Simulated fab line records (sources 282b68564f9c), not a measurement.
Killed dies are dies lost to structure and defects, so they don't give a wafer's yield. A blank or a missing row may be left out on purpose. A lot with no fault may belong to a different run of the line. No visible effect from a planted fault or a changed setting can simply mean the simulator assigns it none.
Matching of chambers || flow rit_cmos || RIT_CONTACT_ETCH_11 on rie_diel-04: 4 sister chambers
The step etches SiO2 in CHF3/CF4/Ar, stops on TiSi2, target depth 480 nm, time 320 s. 16 wafers are shown with their chamber, then 8 later ones without.

WAFERS WITH THEIR CHAMBER
{"wafer": "L765.1", "chamber": 0, "throttle_valve_pct (%)": 8.65, "oes_product_au (a.u.)": 0.991}
{"wafer": "L765.3", "chamber": 2, "throttle_valve_pct (%)": 9.00, "oes_product_au (a.u.)": 0.991}
{"wafer": "L765.5", "chamber": 1, "throttle_valve_pct (%)": 8.86, "oes_product_au (a.u.)": 0.984}
{"wafer": "L771.1", "chamber": 0, "throttle_valve_pct (%)": 8.66, "oes_product_au (a.u.)": 0.987}
{"wafer": "L771.2", "chamber": 1, "throttle_valve_pct (%)": 8.85, "oes_product_au (a.u.)": 0.985}
{"wafer": "L771.3", "chamber": 2, "throttle_valve_pct (%)": 9.02, "oes_product_au (a.u.)": 0.991}
{"wafer": "L772.1", "chamber": 2, "throttle_valve_pct (%)": 9.01, "oes_product_au (a.u.)": 0.994}
{"wafer": "L772.2", "chamber": 1, "throttle_valve_pct (%)": 8.86, "oes_product_au (a.u.)": 0.985}
{"wafer": "L772.6", "chamber": 0, "throttle_valve_pct (%)": 8.65, "oes_product_au (a.u.)": 0.994}
{"wafer": "L774.2", "chamber": 1, "throttle_valve_pct (%)": 8.87, "oes_product_au (a.u.)": 0.981}
{"wafer": "L774.4", "chamber": 3, "throttle_valve_pct (%)": 9.02, "oes_product_au (a.u.)": 0.971}
{"wafer": "L774.5", "chamber": 1, "throttle_valve_pct (%)": 8.87, "oes_product_au (a.u.)": 0.993}
{"wafer": "L779.2", "chamber": 1, "throttle_valve_pct (%)": 8.87, "oes_product_au (a.u.)": 0.974}
{"wafer": "L779.4", "chamber": 3, "throttle_valve_pct (%)": 9.02, "oes_product_au (a.u.)": 0.974}
{"wafer": "L779.5", "chamber": 3, "throttle_valve_pct (%)": 9.02, "oes_product_au (a.u.)": 0.977}
{"wafer": "L780.2", "chamber": 0, "throttle_valve_pct (%)": 8.64, "oes_product_au (a.u.)": 0.993}

SIGNATURES (means of the wafers above)
{"reading": "throttle_valve_pct", "chamber 0": 8.6500, "chamber 1": 8.8633, "chamber 2": 9.0100, "chamber 3": 9.0200, "scatter within a chamber": 0.00782}
{"reading": "oes_product_au", "chamber 0": 0.99125, "chamber 1": 0.98367, "chamber 2": 0.99200, "chamber 3": 0.97400, "scatter within a chamber": 0.00451}
Rule: a wafer lies at a distance from a chamber equal to the root of the sum of squares, over the readings, of (its reading less the chamber's mean, divided by the reading's scatter). The wafer belongs to the nearest chamber; if the next one is less than 2 further off, it can't be placed. The scatter: the root of (the sum of the squares of (reading less its chamber's mean) over the shown wafers, divided by (wafers less chambers)).

WAFERS WITHOUT THEIR CHAMBER
{"wafer": "L780.5", "throttle_valve_pct (%)": 9.03, "oes_product_au (a.u.)": 0.979}
{"wafer": "L780.6", "throttle_valve_pct (%)": 9.00, "oes_product_au (a.u.)": 0.991}
{"wafer": "L781.2", "throttle_valve_pct (%)": 9.03, "oes_product_au (a.u.)": 0.962}
{"wafer": "L781.3", "throttle_valve_pct (%)": 9.02, "oes_product_au (a.u.)": 0.991}
{"wafer": "L781.5", "throttle_valve_pct (%)": 9.02, "oes_product_au (a.u.)": 0.971}
{"wafer": "L786.1", "throttle_valve_pct (%)": 8.87, "oes_product_au (a.u.)": 0.978}
{"wafer": "L786.3", "throttle_valve_pct (%)": 9.05, "oes_product_au (a.u.)": 0.973}
{"wafer": "L786.4", "throttle_valve_pct (%)": 9.02, "oes_product_au (a.u.)": 0.973}

EACH ONE'S CHAMBER
{"wafer": "L780.5", "from the rows above": 3, "in truth": 3}
{"wafer": "L780.6", "from the rows above": 2, "in truth": 2}
{"wafer": "L781.2", "from the rows above": 3, "in truth": 3}
{"wafer": "L781.3", "from the rows above": 2, "in truth": 2}
{"wafer": "L781.5", "from the rows above": 3, "in truth": 3}
{"wafer": "L786.1", "from the rows above": 1, "in truth": 1}
{"wafer": "L786.3", "from the rows above": 3, "in truth": 3}
{"wafer": "L786.4", "from the rows above": 3, "in truth": 3}
Correct placement for 8 of the 8. Not placeable from these rows: 0. Number placed wrongly: 0.
